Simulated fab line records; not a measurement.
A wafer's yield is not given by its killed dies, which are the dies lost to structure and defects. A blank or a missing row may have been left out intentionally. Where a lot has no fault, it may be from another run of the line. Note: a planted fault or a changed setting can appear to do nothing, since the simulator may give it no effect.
What tool caused it? + flow berkeley_cmos170 + Sampling: 14 lots, 42 wafers, 3 of 331 route steps

WHAT THE GAUGES READ, wafer by wafer
UCB170_M3_THK_MEAS_03: measures by xrf. Usual: M3_AL_THK gives 901 nm (standard deviation 10).
| lot  | measured     | on            | M3_AL_THK (nm) | flag |
|------|--------------|---------------|----------------|------|
| L323 | day 7 13:47  | film_metro-02 | 907 903 900    |      |
| L325 | day 8 00:32  | film_metro-03 | 919 911 923    |      |
| L326 | day 8 09:41  | film_metro-02 | 912 913 913    |      |
| L327 | day 8 09:17  | film_metro-01 | 889 888 891    |      |
| L329 | day 8 23:13  | film_metro-02 | 922 914 918    |      |
| L333 | day 10 01:27 | film_metro-01 | 917 908 906    |      |
| L334 | day 10 01:11 | film_metro-03 | 903 894 901    |      |
| L335 | day 10 00:11 | film_metro-02 | 892 897 898    |      |
| L336 | day 10 02:25 | film_metro-02 | 911 914 905    |      |
| L339 | day 11 01:40 | film_metro-02 | 903 897 894    |      |
| L341 | day 11 05:41 | film_metro-03 | 900 890 896    |      |
| L342 | day 11 05:35 | film_metro-02 | 898 890 902    |      |
| L345 | day 12 13:34 | film_metro-02 | 896 894 904    |      |
| L346 | day 12 13:18 | film_metro-03 | 902 895 903    |      |

TOOL THAT RAN EACH LOT (tool first, then ch and the chambers of the sampled wafers, then the start)
| lot  | UCB170_ZERO_ETCH_06               | UCB170_PWELL_IMPLANT_15        |
|------|-----------------------------------|--------------------------------|
| L323 | rie_diel-02 ch 1,2, day 1 18:20   | implanter-01 ch 0, day 2 20:50 |
| L325 | rie_diel-02 ch 0,1,3, day 2 05:51 | implanter-02 ch 0, day 3 09:06 |
| L326 | rie_diel-02 ch 0,1,2, day 2 08:52 | implanter-01 ch 0, day 3 15:31 |
| L327 | rie_diel-03 ch 0,3, day 2 15:31   | implanter-02 ch 0, day 3 20:02 |
| L329 | rie_diel-02 ch 0,1,2, day 3 00:36 | implanter-04 ch 0, day 4 10:56 |
| L333 | rie_diel-02 ch 1,2,3, day 4 00:34 | implanter-01 ch 0, day 5 08:17 |
| L334 | rie_diel-04 ch 2,3, day 4 05:53   | implanter-01 ch 0, day 5 16:02 |
| L335 | rie_diel-02 ch 0,2, day 4 11:13   | implanter-04 ch 0, day 5 15:54 |
| L336 | rie_diel-04 ch 1,2,3, day 4 11:25 | implanter-04 ch 0, day 5 16:06 |
| L339 | rie_diel-04 ch 0,1,3, day 5 03:26 | implanter-01 ch 0, day 6 09:34 |
| L341 | rie_diel-04 ch 0,2,3, day 5 15:21 | implanter-01 ch 0, day 6 23:43 |
| L342 | rie_diel-04 ch 0,1,2, day 5 19:13 | implanter-01 ch 0, day 6 23:32 |
| L345 | rie_diel-04 ch 0,1, day 6 10:57   | implanter-02 ch 0, day 7 19:06 |
| L346 | rie_diel-02 ch 1,2, day 6 15:07   | implanter-04 ch 0, day 7 18:50 |
- UCB170_ZERO_ETCH_06: etches SiO2 in CHF3/CF4/Ar, time 12 s.
- UCB170_PWELL_IMPLANT_15

AS READ BY THE TOOLS THEMSELVES (means over the sampled wafers that have a number; for cases with no such wafer, the mark the record gives instead)
UCB170_ZERO_ETCH_06. Usual: drypump_motor_current_A 5.5 A, standard deviation 0.4; oes_product_au 0.617 a.u., standard deviation 0.011; throttle_valve_pct 9.21 %, standard deviation 0.097.
| lot  | tool        | drypump_motor_current_A (A) | oes_product_au (a.u.) | throttle_valve_pct (%) | flag |
|------|-------------|-----------------------------|-----------------------|------------------------|------|
| L323 | rie_diel-02 | 5.7                         | 0.612                 | 9.19                   |      |
| L325 | rie_diel-02 | 5.5                         | 0.621                 | 9.26                   |      |
| L326 | rie_diel-02 | 5.6                         | 0.619                 | 9.24                   |      |
| L327 | rie_diel-03 | 5.4                         | 0.618                 | 9.13                   |      |
| L329 | rie_diel-02 | 5.6                         | 0.615                 | 9.24                   |      |
| L333 | rie_diel-02 | 5.6                         | 0.611                 | 9.21                   |      |
| L334 | rie_diel-04 | 5.4                         | 0.618                 | 9.29                   |      |
| L335 | rie_diel-02 | 5.8                         | 0.611                 | 9.24                   |      |
| L336 | rie_diel-04 | 5.3                         | 0.613                 | 9.26                   |      |
| L339 | rie_diel-04 | 5.1                         | 0.621                 | 9.26                   |      |
| L341 | rie_diel-04 | 5.3                         | 0.618                 | 9.21                   |      |
| L342 | rie_diel-04 | 5.3                         | 0.613                 | 9.16                   |      |
| L345 | rie_diel-04 | 5.1                         | 0.621                 | 9.20                   |      |
| L346 | rie_diel-02 | 5.5                         | 0.616                 | 9.19                   |      |

UCB170_PWELL_IMPLANT_15. Usual: beam_energy_keV 60.003, standard deviation 0.018.
| lot  | tool         | beam_energy_keV | flag |
|------|--------------|-----------------|------|
| L323 | implanter-01 | 60.006          |      |
| L325 | implanter-02 | 59.993          |      |
| L326 | implanter-01 | 60.007          |      |
| L327 | implanter-02 | 60.019          |      |
| L329 | implanter-04 | 59.992          |      |
| L333 | implanter-01 | 60.019          |      |
| L334 | implanter-01 | 59.993          |      |
| L335 | implanter-04 | 59.990          |      |
| L336 | implanter-04 | 60.003          |      |
| L339 | implanter-01 | 60.017          |      |
| L341 | implanter-01 | 57.375          | OFF  |
| L342 | implanter-01 | 57.379          | OFF  |
| L345 | implanter-02 | 60.017          |      |
| L346 | implanter-04 | 59.985          |      |

THE ANSWER, worked out from the rows above alone
Rule: take the mean of a lot's wafers that have a number; if it is more than 3 standard deviations from the usual mean, the lot is off. A lot without any number at a reading at which 4 lots or more have one is off too. The other lots that the step has rows for count as sound. The gauges are gone through in route order, then the tools' own readings, and for those a lot's mean is taken as printed above. The first step at which some lot is off is used, and at that step the reading that is off furthest; a lot without a number counts as furthest.
Off: L341, L342 (UCB170_PWELL_IMPLANT_15, beam_energy_keV).
A tool fits if, at that step or a process step before it, it ran every lot that is off, and no sound lot after the first of them. One fits: UCB170_PWELL_IMPLANT_15 on implanter-01. Its last sound lot is L339 (day 6 09:34), its first lot that is off L342 (day 6 23:32): a fault that began between those two fits.
On the lots that are off, the tool's own readings at UCB170_PWELL_IMPLANT_15 differ by more than 5 times the standard deviation of the sound lots' means, which bears it out; beam_energy_keV reads 57.377 there versus 60.003 on the sound lots.

WHAT HAD BEEN PUT IN BY THE SIMULATOR
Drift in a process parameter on implanter-01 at UCB170_PWELL_IMPLANT_15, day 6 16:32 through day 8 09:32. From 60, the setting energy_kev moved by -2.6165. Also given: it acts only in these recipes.
Struck lots among those shown: L342, L341. This agrees with what the rule above found.
